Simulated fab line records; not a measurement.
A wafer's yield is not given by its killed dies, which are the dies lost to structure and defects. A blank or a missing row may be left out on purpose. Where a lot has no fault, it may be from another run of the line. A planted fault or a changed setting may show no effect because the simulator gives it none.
Which tool is to blame?    flow berkeley-cmos170    13 lots with 39 wafers sampled at 5 steps, on a route of 331 steps

== WHAT THE GAUGES READ, wafer by wafer ==
UCB170_M2_RS_MEAS_02: measures by four-point-probe.
lot   measured      on             M2_AL_RS (ohm/sq)
L715  day 8 16:31   film-metro-02  0.0319 0.0326 0.0325
L717  day 8 18:33   film-metro-02  0.0322 0.0321 0.0321
L716  day 8 18:19   film-metro-03  0.0318 0.0320 0.0318
L718  day 9 08:11   film-metro-02  0.0323 0.0323 0.0319
L719  day 9 09:23   film-metro-04  0.0325 0.0325 0.0326
L720  day 9 18:53   film-metro-03  0.0319 0.0321 0.0322
L726  day 11 01:39  film-metro-03  0.0319 0.0324 0.0319
L724  day 11 03:55  film-metro-04  0.0322 0.0319 0.0324
L727  day 11 04:45  film-metro-02  0.0317 0.0323 0.0317
L729  day 11 15:02  film-metro-02  0.0326 0.0328 0.0326
L733  day 12 08:14  film-metro-02  0.0318 0.0328 0.0325
L734  day 13 10:06  film-metro-03  0.0324 0.0323 0.0325
L736  day 13 14:44  film-metro-03  0.0330 0.0327 0.0328

UCB170_V2_THK_MEAS_01.
lot   measured      on             V2_TEOS_THK (nm)
L715  day 8 19:28   film-metro-02  1984 1951 2019
L717  day 8 21:25   film-metro-01  2013 1969 2012
L716  day 8 21:10   film-metro-01  1957 1963 1998
L718  day 9 10:49   film-metro-03  1982 1998 2025
L719  day 9 11:53   film-metro-02  1972 1990 2019
L720  day 9 21:23   film-metro-03  1939 1954 1999
L726  day 11 06:16  film-metro-03  1957 1961 2003
L724  day 11 06:47  film-metro-03  2013 1977 2754
L727  day 11 07:51  film-metro-03  1983 1981 2033
L729  day 11 17:40  film-metro-02  1967 2022 1991
L733  day 12 12:25  film-metro-03  2029 1999 2024
L734  day 13 14:08  film-metro-02  1984 1957 1976
L736  day 13 17:38  film-metro-01  1981 2001 2011

== WHICH TOOL RAN EACH LOT (tool, then ch and the chambers of the sampled wafers, then the start) ==
lot   UCB170_CONTACT_RTA_08             UCB170_CONTACT_STRIP_19               UCB170_V2_CVD_00
L715  rtp-anneal-02 ch 0, day 8 09:02   plasma-asher-02 ch 0, day 8 10:23     pecvd-01 ch 1,2, day 8 19:19
L717  rtp-anneal-02 ch 0, day 8 09:59   plasma-asher-02 ch 0,1, day 8 11:28   pecvd-04 ch 0,2, day 8 21:16
L716  rtp-anneal-01 ch 0, day 8 10:00   plasma-asher-01 ch 0,1, day 8 11:21   pecvd-02 ch 0,1,2, day 8 20:59
L718  rtp-anneal-01 ch 0, day 9 01:02   plasma-asher-03 ch 0,1, day 9 02:16   pecvd-04 ch 0,1, day 9 10:40
L719  rtp-anneal-02 ch 0, day 9 01:47   plasma-asher-02 ch 0,1, day 9 03:01   pecvd-02 ch 0,2, day 9 11:44
L720  rtp-anneal-02 ch 0, day 9 10:28   plasma-asher-01 ch 0,1, day 9 11:42   pecvd-01 ch 1,2, day 9 21:14
L726  rtp-anneal-02 ch 0, day 10 17:29  plasma-asher-02 ch 0,1, day 10 18:43  pecvd-01 ch 0,1,2, day 11 06:07
L724  rtp-anneal-02 ch 0, day 10 19:17  plasma-asher-03 ch 0,1, day 10 20:50  pecvd-02 ch 0,1,2, day 11 06:37
L727  rtp-anneal-02 ch 0, day 10 19:23  plasma-asher-01 ch 0,1, day 10 21:02  pecvd-01 ch 0,1,2, day 11 07:44
L729  rtp-anneal-02 ch 0, day 11 06:38  plasma-asher-03 ch 0,1, day 11 08:13  pecvd-04 ch 1,2, day 11 17:30
L733  rtp-anneal-01 ch 0, day 11 22:29  plasma-asher-02 ch 0,1, day 12 00:04  pecvd-01 ch 1,2, day 12 12:15
L734  rtp-anneal-02 ch 0, day 13 02:20  plasma-asher-01 ch 0,1, day 13 03:36  pecvd-01 ch 1,2, day 13 13:59
L736  rtp-anneal-02 ch 0, day 13 04:20  plasma-asher-01 ch 0,1, day 13 06:05  pecvd-04 ch 0,2, day 13 17:28
- UCB170_CONTACT_RTA_08: time 10 s.
- UCB170_CONTACT_STRIP_19: strips in O2.
- UCB170_V2_CVD_00: deposits SiO2 from TEOS/O2, target thk 2000 nm, time 250 s.

== WHAT THE TOOLS THEMSELVES READ (means of the sampled wafers that have a number; where no wafer has one, the mark that the record gives instead) ==
UCB170_CONTACT_RTA_08.
lot   tool           lamp-power-pct (%)  wafer_temp_C_max
L715  rtp-anneal-02  24.1                903.7
L717  rtp-anneal-02  24.1                902.8
L716  rtp-anneal-01  21.7                902.6
L718  rtp-anneal-01  21.7                902.7
L719  rtp-anneal-02  24.1                903.6
L720  rtp-anneal-02  24.1                903.6
L726  rtp-anneal-02  24.1                904.1
L724  rtp-anneal-02  24.1                903.6
L727  rtp-anneal-02  24.1                902.8
L729  rtp-anneal-02  24.1                903.3
L733  rtp-anneal-01  21.7                902.3
L734  rtp-anneal-02  24.1                903.2
L736  rtp-anneal-02  24.1                903.5

UCB170_CONTACT_STRIP_19.
lot   tool             drypump-motor-current-A (A)  oes-product-au (a.u.)
L715  plasma-asher-02  5.54                         0.727
L717  plasma-asher-02  5.68                         0.729
L716  plasma-asher-01  6.21                         0.726
L718  plasma-asher-03  6.01                         0.724
L719  plasma-asher-02  5.82                         0.723
L720  plasma-asher-01  6.13                         0.728
L726  plasma-asher-02  5.68                         0.722
L724  plasma-asher-03  6.16                         0.724
L727  plasma-asher-01  6.09                         0.725
L729  plasma-asher-03  6.17                         0.724
L733  plasma-asher-02  5.78                         0.727
L734  plasma-asher-01  6.21                         0.727
L736  plasma-asher-01  6.12                         0.727

UCB170_V2_CVD_00.
lot   tool      heater-power-w (W)
L715  pecvd-01  289
L717  pecvd-04  228
L716  pecvd-02  262
L718  pecvd-04  184
L719  pecvd-02  266
L720  pecvd-01  265
L726  pecvd-01  338
L724  pecvd-02  239
L727  pecvd-01  305
L729  pecvd-04  230
L733  pecvd-01  283
L734  pecvd-01  290
L736  pecvd-04  212

== THE ANSWER, worked out from the rows above alone ==
Rule: what is usual is taken from the lots themselves. The widest of any qualifying gaps counts: lots, ordered by their means at a reading, are off when they make up no more than a third of the lots, leave a main group of 4 or more, and stand apart from it by 3 or more times the standard deviation of that group's means. The tables above print the reading to a certain number of digits; a main group whose means all agree to those digits is not used. A lot without any number at a reading at which 4 lots or more have one is off too. Where the step has rows for the other lots, those lots are counted as sound. Order of review: gauges by route order, followed by the tools' own readings, for which a lot's mean as printed above is used. The first step at which some lot is off is used, and at that step the reading that is off furthest; a lot without a number counts as furthest.
Off: L724, seen at UCB170_V2_THK_MEAS_01 (V2_TEOS_THK). For the main group the mean is 1989 nm and the standard deviation 15.
A tool fits if, at a process step before that reading, it ran every lot that is off, and no sound lot after the first of them. Those tools and the gauges at UCB170_V2_THK_MEAS_01 are tried in the same way. One candidate fits, namely pecvd-02 at UCB170_V2_CVD_00. Its last sound lot is L719 (day 9 11:44), its first lot that is off L724 (day 11 06:37): a fault that began between those two fits.

== WHAT THE SIMULATOR HAD INSERTED ==
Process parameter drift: pecvd-02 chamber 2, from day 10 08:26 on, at UCB170_V2_CVD_00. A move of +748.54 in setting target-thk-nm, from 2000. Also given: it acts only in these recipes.
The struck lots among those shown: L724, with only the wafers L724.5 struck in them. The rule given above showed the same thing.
